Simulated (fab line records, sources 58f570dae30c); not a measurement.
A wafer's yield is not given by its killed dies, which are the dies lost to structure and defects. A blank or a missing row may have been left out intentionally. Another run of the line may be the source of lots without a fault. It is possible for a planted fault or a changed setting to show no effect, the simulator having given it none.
One fault through the eyes of 2 desks | flow berkeleyCmos170 | numbers are kept per desk, each desk with only its own; the story behind them comes last

## AT THE TOOL OWNER'S DESK: implanter-04
For each lot that ran on this tool, the mean over its sampled wafers that have a number, from the tool's own readings at UCB170_PVT_IMPLANT_07. Marked OUT: a lot whose mean sits more than 4 standard deviations from the usual mean, which makes it out of limits; the brackets give that distance.
Columns: A = doseIonsCm2 at UCB170_PVT_IMPLANT_07, usual 2e+12
lot  | first seen here | A
L878 | day 5 12:47     | 2e+12
L890 | day 7 11:36     | 2e+12 (-40) OUT
L891 | day 8 14:10     | 2e+12 (-41) OUT
This desk finds L890, L891 out of limits, L890 being first, at day 7 11:36 (doseIonsCm2 at UCB170_PVT_IMPLANT_07). In limits: L878.

## METROLOGY DESK
Means of the sampled wafers that have a number, per lot and without regard to the tool the lot ran on: this is what the gauges read. Marked OUT: a lot whose mean sits more than 4 standard deviations from the usual mean, which makes it out of limits; the brackets give that distance.
Columns: A = NVT_OVL at UCB170_NVT_OVL_MEAS_06, usual 2 nm; B = NVT_TW at UCB170_NVT_TW_MEAS_09, usual 522; C = PVT_OVL at UCB170_PVT_OVL_MEAS_06, usual 3 nm
lot  | first seen here | A  | B   | C
L878 | day 5 11:14     | 4  | 530 | -3
L877 | day 5 11:47     | 8  | 530 | 5
L890 | day 7 09:31     | -1 | 520 | 6
L891 | day 8 12:37     | 2  | 528 | -1
L899 | day 10 00:25    | 8  | 514 | 8
L900 | day 10 09:43    | -2 | 516 | -1
This desk found nothing out of limits on any of the 6 lots.

## BROUGHT TOGETHER
The tool owner's desk had the chance to raise an alarm at day 7 11:36 on L890, L891.
At the metrology desk, nothing out of limits was observed.
The metrology desk holds a record of L890, L891, inside its limits.
Every lot named ran UCB170_PVT_IMPLANT_07 on implanter-04.

## WHAT THE SIMULATOR HAD PUT IN
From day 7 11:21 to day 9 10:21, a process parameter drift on implanter-04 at UCB170_PVT_IMPLANT_07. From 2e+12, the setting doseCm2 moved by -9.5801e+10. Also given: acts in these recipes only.
Shown lots that were struck: L890, L891.
Delay in hours, fault start to first out-of-limits reading, by desk: the tool owner's desk at 0.
